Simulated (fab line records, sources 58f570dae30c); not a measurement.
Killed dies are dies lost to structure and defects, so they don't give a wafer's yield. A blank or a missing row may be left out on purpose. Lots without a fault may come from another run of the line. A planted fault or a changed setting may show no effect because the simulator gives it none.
Chamber matching | flow berkeley_cmos170 | UCB170_ACTIVE_ETCH_15 on rie_diel-02: 4 sister chambers
The step etches Si3N4 in CH3F/Ar/O2, stops on SiO2, target depth 242 nm, time 151 s. 8 wafers are shown with their chamber, then 7 later ones without.

WAFERS WITH THEIR CHAMBER
wafer  | chamber | drypump_motor_current_A (A) | throttle_valve_pct (%)
L261.4 | 3       | 5.5                         | 8.14
L268.6 | 1       | 4.9                         | 7.96
L272.3 | 0       | 5.9                         | 7.94
L272.6 | 0       | 5.9                         | 7.95
L271.5 | 2       | 6.0                         | 7.88
L271.6 | 3       | 5.5                         | 8.11
L278.2 | 2       | 6.0                         | 7.87
L278.4 | 1       | 5.0                         | 7.96

WAFERS WITHOUT THEIR CHAMBER
wafer  | drypump_motor_current_A (A) | throttle_valve_pct (%)
L278.5 | 5.5                         | 8.11
L281.1 | 6.0                         | 7.88
L281.2 | 5.9                         | 7.94
L281.3 | 5.5                         | 8.12
L280.1 | 5.9                         | 7.95
L280.3 | 6.0                         | 7.89
L280.4 | 5.5                         | 8.10

WHICH CHAMBER EACH WENT THROUGH
wafer  | from the rows above | in truth
L278.5 | 3                   | 3
L281.1 | 2                   | 2
L281.2 | 0                   | 0
L281.3 | 3                   | 3
L280.1 | 0                   | 0
L280.3 | 2                   | 2
L280.4 | 3                   | 3
Placed correctly: 7 of 7. Can't be placed from these rows: 0. Placed wrongly: 0.
How it was worked out, from the rows above alone: a wafer's distance from a chamber is the root of the sum, over the readings, of the square of ((its reading less the chamber's mean) divided by the reading's scatter). The wafer belongs to the nearest chamber; if the next one is less than 2 further off, it can't be placed. A chamber's mean is the mean of its shown wafers. The scatter: the root of (the sum of the squares of (reading less its chamber's mean) over the shown wafers, divided by (wafers less chambers)).
